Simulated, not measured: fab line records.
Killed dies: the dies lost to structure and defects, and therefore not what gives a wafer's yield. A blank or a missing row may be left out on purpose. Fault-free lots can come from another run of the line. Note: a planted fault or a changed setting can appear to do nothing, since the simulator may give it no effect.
What tool caused it? :: flow berkeley_cmos170 :: Sampling: 7 lots, 21 wafers, 3 of 331 route steps

WHAT EACH GAUGE READ, for each wafer
UCB170_CONTACT_THK_MEAS_02.
lot: L325
measured: day 7 04:24
on: film_metro-04
CONTACT_PSG_THK (nm): 698 698 701

lot: L329
measured: day 8 01:00
on: film_metro-04
CONTACT_PSG_THK (nm): 693 692 692

lot: L330
measured: day 8 17:35
on: film_metro-01
CONTACT_PSG_THK (nm): 693 693 695

lot: L333
measured: day 9 09:05
on: film_metro-04
CONTACT_PSG_THK (nm): 697 697 695

lot: L335
measured: day 9 18:09
on: film_metro-01
CONTACT_PSG_THK (nm): 702 701 698

lot: L342
measured: day 11 07:57
on: film_metro-01
CONTACT_PSG_THK (nm): 858 859 863

lot: L346
measured: day 11 22:08
on: film_metro-03
CONTACT_PSG_THK (nm): 709 707 715

TOOL THAT RAN EACH LOT (tool first, then ch and the chambers of the sampled wafers, then the start)
lot: L325
UCB170_SILICIDE_RTA_04: rtp_anneal-02 ch 0, day 7 00:25
UCB170_CONTACT_CVD_01: lpcvd-01 ch 0, day 7 02:36

lot: L329
UCB170_SILICIDE_RTA_04: rtp_anneal-02 ch 0, day 7 22:52
UCB170_CONTACT_CVD_01: lpcvd-01 ch 1, day 7 23:13

lot: L330
UCB170_SILICIDE_RTA_04: rtp_anneal-02 ch 0, day 8 15:29
UCB170_CONTACT_CVD_01: lpcvd-02 ch 1, day 8 15:47

lot: L333
UCB170_SILICIDE_RTA_04: rtp_anneal-02 ch 0, day 9 06:38
UCB170_CONTACT_CVD_01: lpcvd-02 ch 1, day 9 07:17

lot: L335
UCB170_SILICIDE_RTA_04: rtp_anneal-02 ch 0, day 9 16:02
UCB170_CONTACT_CVD_01: lpcvd-02 ch 0, day 9 16:22

lot: L342
UCB170_SILICIDE_RTA_04: rtp_anneal-02 ch 0, day 11 05:52
UCB170_CONTACT_CVD_01: lpcvd-01 ch 0, day 11 06:10

lot: L346
UCB170_SILICIDE_RTA_04: rtp_anneal-02 ch 0, day 11 20:05
UCB170_CONTACT_CVD_01: lpcvd-02 ch 1, day 11 20:20
- UCB170_SILICIDE_RTA_04: time 15 s.
- UCB170_CONTACT_CVD_01: deposits PSG from SiH4/O2/PH3, target thk 700 nm, time 2820 s.

THE ANSWER, worked out from the rows above alone
Rule: the lots themselves supply what counts as usual. The widest of any qualifying gaps counts: lots, ordered by their means at a reading, are off when they make up no more than a third of the lots, leave a main group of 4 or more, and stand apart from it by 3 or more times the standard deviation of that group's means. A main group whose means are all the same, to the digits that the tables above print for the reading, isn't used. A lot without any number at a reading at which 4 lots or more have one is off too. Where the step has rows for the other lots, those lots are counted as sound.
Off: L342, seen at UCB170_CONTACT_THK_MEAS_02 (CONTACT_PSG_THK). Main group: mean 699 nm, sd 5.9.
If a tool, at a process step before that reading, ran all the lots that are off and no sound lot after the first of them, it fits. Those tools and the gauges at UCB170_CONTACT_THK_MEAS_02 are tried in the same way. Undecided on this evidence; 2 tools fit (lpcvd-01 at UCB170_CONTACT_CVD_01, film_metro-01 at UCB170_CONTACT_THK_MEAS_02).

WHAT THE SIMULATOR HAD INSERTED
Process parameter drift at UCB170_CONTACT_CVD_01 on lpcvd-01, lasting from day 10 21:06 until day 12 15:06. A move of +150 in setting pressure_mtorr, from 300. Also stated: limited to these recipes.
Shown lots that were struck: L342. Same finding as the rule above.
